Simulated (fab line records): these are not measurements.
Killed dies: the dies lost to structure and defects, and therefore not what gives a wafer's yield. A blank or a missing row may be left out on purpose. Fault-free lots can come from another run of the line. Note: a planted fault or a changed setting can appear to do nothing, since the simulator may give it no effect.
Which of the tools did it?    flow berkeley_cmos170    Sampling: 14 lots, 42 wafers, 6 of 331 route steps

== WHAT THE GAUGES SHOWED, per wafer ==
UCB170_FIELD_THK_MEAS_02. Usual: FIELD_OXIDE_THK 561 nm, standard deviation 13.
lot   measured     on             FIELD_OXIDE_THK (nm)  flag
L638  day 4 09:34  film_metro-04  571 572 565           
L640  day 4 14:36  film_metro-01  592 587 585           
L639  day 4 14:37  film_metro-02  577 577 578           
L641  day 5 00:35  film_metro-02  585 582 580           
L644  day 5 18:29  film_metro-02  551 543 543           
L646  day 6 03:10  film_metro-04  554 550 556           
L649  day 7 04:27  film_metro-04  552 561 551           
L650  day 7 04:27  film_metro-01  572 575 581           
L651  day 7 04:27  film_metro-02  561 553 567           
L653  day 7 13:08  film_metro-01  552 553 547           
L656  day 8 11:19  film_metro-01  568 568 567           
L660  day 9 11:11  film_metro-04  546 555 557           
L659  day 9 11:14  film_metro-01  547 549 553           
L661  day 9 13:56  film_metro-01  563 551 560           

UCB170_CONTACT_CD_MEAS_15: the cd target is 700 nm. Usual: cd_nm reads 699.8 nm (standard deviation 1.2).
lot   measured      on         cd_nm (nm)         flag
L638  day 6 19:44   cd_sem-02  698.9 698.7 698.9  
L640  day 7 01:54   cd_sem-02  697.8 700.0 698.6  
L639  day 7 01:59   cd_sem-01  701.0 698.8 700.6  
L641  day 7 21:43   cd_sem-01  699.0 698.5 698.9  
L644  day 8 08:58   cd_sem-01  699.0 701.0 701.4  
L646  day 8 15:44   cd_sem-02  700.0 697.9 697.5  
L649  day 9 14:32   cd_sem-01  701.4 702.0 700.1  
L650  day 9 17:17   cd_sem-01  700.5 700.3 700.5  
L651  day 9 13:58   cd_sem-02  697.8 699.0 698.4  
L653  day 10 01:06  cd_sem-01  700.6 698.7 699.3  
L656  day 10 17:29  cd_sem-02  700.0 700.2 698.9  
L660  day 11 22:49  cd_sem-02  700.0 700.2 700.3  
L659  day 11 22:35  cd_sem-01  698.5 699.0 699.8  
L661  day 11 22:42  cd_sem-02  699.8 700.1 700.0  

UCB170_M2_THK_MEAS_03: measures by xrf. Usual: M2_AL_THK 883 nm, standard deviation 13.
lot   measured      on             M2_AL_THK (nm)  flag
L638  day 7 05:16   film_metro-04  876 880 885     
L640  day 7 12:34   film_metro-02  909 893 877     
L639  day 7 12:38   film_metro-01  886 885 874     
L641  day 8 06:24   film_metro-01  889 893 890     
L644  day 8 19:14   film_metro-02  885 881 877     
L646  day 9 01:53   film_metro-01  869 868 876     
L649  day 9 23:25   film_metro-04  876 883 863     
L650  day 10 01:02  film_metro-01  872 879 871     
L651  day 9 23:10   film_metro-02  894 906 897     
L653  day 10 11:12  film_metro-02  896 888 885     
L656  day 11 04:15  film_metro-01  878 890 891     
L660  day 12 07:26  film_metro-02  886 903 885     
L659  day 12 07:34  film_metro-04  875 875 879     
L661  day 12 07:11  film_metro-01  882 876 874     

UCB170_M2_CD_MEAS_90: the cd target is 700 nm. Usual: cd_nm reads 699 nm (standard deviation 3).
lot   measured      on         cd_nm (nm)   flag
L638  day 7 07:50   cd_sem-02  698 700 696  
L640  day 7 15:56   cd_sem-02  704 706 704  
L639  day 7 16:03   cd_sem-01  702 701 697  
L641  day 8 10:01   cd_sem-02  699 699 705  
L644  day 8 21:29   cd_sem-02  700 699 701  
L646  day 9 04:20   cd_sem-02  701 702 696  
L649  day 10 02:02  cd_sem-02  700 697 698  
L650  day 10 04:17  cd_sem-01  722 718 721  OFF
L651  day 10 01:46  cd_sem-01  699 700 700  
L653  day 10 13:40  cd_sem-02  715 720 718  OFF
L656  day 11 07:02  cd_sem-02  695 695 699  
L660  day 12 11:23  cd_sem-01  699 695 697  
L659  day 12 11:40  cd_sem-01  701 696 700  
L661  day 12 11:14  cd_sem-01  690 694 697  

== WHICH TOOL RAN EACH LOT (tool, then ch and the chambers of the sampled wafers, then the start) ==
lot   UCB170_M2_METAL_ETCH_18            UCB170_M2_STRIP_19
L638  rie_metal-03 ch 1, day 7 07:22     plasma_asher-04 ch 0,1, day 7 07:44
L640  rie_metal-02 ch 0, day 7 15:28     plasma_asher-02 ch 0,1, day 7 15:50
L639  rie_metal-04 ch 0,1, day 7 15:44   plasma_asher-04 ch 0,1, day 7 15:56
L641  rie_metal-04 ch 0,1, day 8 09:44   plasma_asher-02 ch 0,1, day 8 09:53
L644  rie_metal-03 ch 0,1, day 8 21:10   plasma_asher-03 ch 0,1, day 8 21:22
L646  rie_metal-02 ch 0,1, day 9 03:57   plasma_asher-03 ch 0,1, day 9 04:08
L649  rie_metal-03 ch 0,1, day 10 01:44  plasma_asher-04 ch 0,1, day 10 01:56
L650  rie_metal-04 ch 0,1, day 10 04:01  plasma_asher-04 ch 0,1, day 10 04:11
L651  rie_metal-04 ch 0,1, day 10 01:28  plasma_asher-03 ch 0,1, day 10 01:40
L653  rie_metal-04 ch 0,1, day 10 13:22  plasma_asher-02 ch 0,1, day 10 13:34
L656  rie_metal-02 ch 0,1, day 11 06:44  plasma_asher-02 ch 0,1, day 11 06:56
L660  rie_metal-02 ch 0,1, day 12 11:05  plasma_asher-02 ch 0,1, day 12 11:17
L659  rie_metal-03 ch 0,1, day 12 11:22  plasma_asher-03 ch 0,1, day 12 11:34
L661  rie_metal-03 ch 0,1, day 12 10:57  plasma_asher-03 ch 1, day 12 11:08
- UCB170_M2_METAL_ETCH_18: etches Al in Cl2/BCl3, stops on SiO2, target depth 1170 nm, time 195 s.
- UCB170_M2_STRIP_19: strips in O2.

== WHAT THE TOOLS THEMSELVES READ (means of the sampled wafers that have a number; where no wafer has one, the mark that the record gives instead) ==
UCB170_M2_METAL_ETCH_18. Usual: drypump_motor_current_A 5.2 A, standard deviation 0.36; he_backside_leak_sccm 3.35 sccm, standard deviation 0.15; oes_product_au 0.849 a.u., standard deviation 0.014; run_length_s 223.0 s, standard deviation 0.5; throttle_valve_pct 24.48 %, standard deviation 0.16.
lot   tool          drypump_motor_current_A (A)  he_backside_leak_sccm (sccm)  oes_product_au (a.u.)  run_length_s (s)  throttle_valve_pct (%)  flag
L638  rie_metal-03  4.9                          3.52                          0.844                  222.8             24.29                   
L640  rie_metal-02  4.9                          3.34                          0.844                  223.7             24.48                   
L639  rie_metal-04  5.2                          3.44                          0.861                  223.3             24.61                   
L641  rie_metal-04  5.0                          3.30                          0.860                  222.8             24.66                   
L644  rie_metal-03  5.2                          3.40                          0.844                  222.5             24.41                   
L646  rie_metal-02  5.3                          3.42                          0.834                  223.0             24.31                   
L649  rie_metal-03  5.5                          3.37                          0.850                  222.7             24.51                   
L650  rie_metal-04  5.0                          3.32                          1.018                  138.1             24.57                   OFF
L651  rie_metal-04  5.1                          3.37                          0.862                  222.7             24.65                   
L653  rie_metal-04  5.0                          3.31                          1.014                  138.3             24.57                   OFF
L656  rie_metal-02  5.1                          3.32                          0.847                  223.3             24.39                   
L660  rie_metal-02  5.3                          3.34                          0.839                  223.2             24.31                   
L659  rie_metal-03  5.5                          3.41                          0.853                  222.5             24.52                   
L661  rie_metal-03  5.2                          3.49                          0.841                  222.6             24.41                   

UCB170_M2_STRIP_19. Usual: drypump_motor_current_A 5.6 A, standard deviation 0.47; oes_product_au 0.536 a.u., standard deviation 0.019.
lot   tool             drypump_motor_current_A (A)  oes_product_au (a.u.)  flag
L638  plasma_asher-04  5.9                          0.545                  
L640  plasma_asher-02  5.7                          0.558                  
L639  plasma_asher-04  5.9                          0.540                  
L641  plasma_asher-02  5.7                          0.533                  
L644  plasma_asher-03  5.5                          0.530                  
L646  plasma_asher-03  5.5                          0.531                  
L649  plasma_asher-04  5.9                          0.540                  
L650  plasma_asher-04  5.9                          0.717                  OFF
L651  plasma_asher-03  5.4                          0.526                  
L653  plasma_asher-02  5.7                          0.723                  OFF
L656  plasma_asher-02  5.3                          0.537                  
L660  plasma_asher-02  5.7                          0.536                  
L659  plasma_asher-03  5.4                          0.549                  
L661  plasma_asher-03  5.2                          0.539                  

== THE ANSWER, worked out from the rows above alone ==
Rule: a lot counts as off when the mean over its wafers that have a number is more than 3 standard deviations away from the usual mean. Also off: a lot with no number at a reading for which 4 or more lots have one. Where the step has rows for the other lots, those lots are counted as sound. The gauges are gone through in route order, then the tools' own readings, and for those a lot's mean is taken as printed above. The first step at which some lot is off is used, and at that step the reading that is off furthest; a lot without a number counts as furthest.
Off at UCB170_M2_CD_MEAS_90 (cd_nm): L650, L653.
If a tool, at a process step before that reading, ran all the lots that are off and no sound lot after the first of them, it fits. The gauges at UCB170_M2_CD_MEAS_90 aren't tried: what is off there is off at UCB170_M2_METAL_ETCH_18 too, on other tools, and a gauge's error can't cause that. One fits: rie_metal-04 at UCB170_M2_METAL_ETCH_18. Its last sound lot is L651 (day 10 01:28), its first lot that is off L650 (day 10 04:01): a fault that began between those two fits.
The tool's own readings at UCB170_M2_METAL_ETCH_18 bear it out: on the lots that are off they differ by more than 5 times the standard deviation of the sound lots' means. oes_product_au reads 1.016 a.u. there against 0.848 a.u. on the sound lots; run_length_s reads 138.2 s there against 222.9 s on the sound lots.

== WHAT HAD BEEN PUT IN BY THE SIMULATOR ==
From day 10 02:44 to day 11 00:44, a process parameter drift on rie_metal-04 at UCB170_M2_METAL_ETCH_18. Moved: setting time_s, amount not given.
Shown lots that were struck: L650, L653. The rule given above showed the same thing.
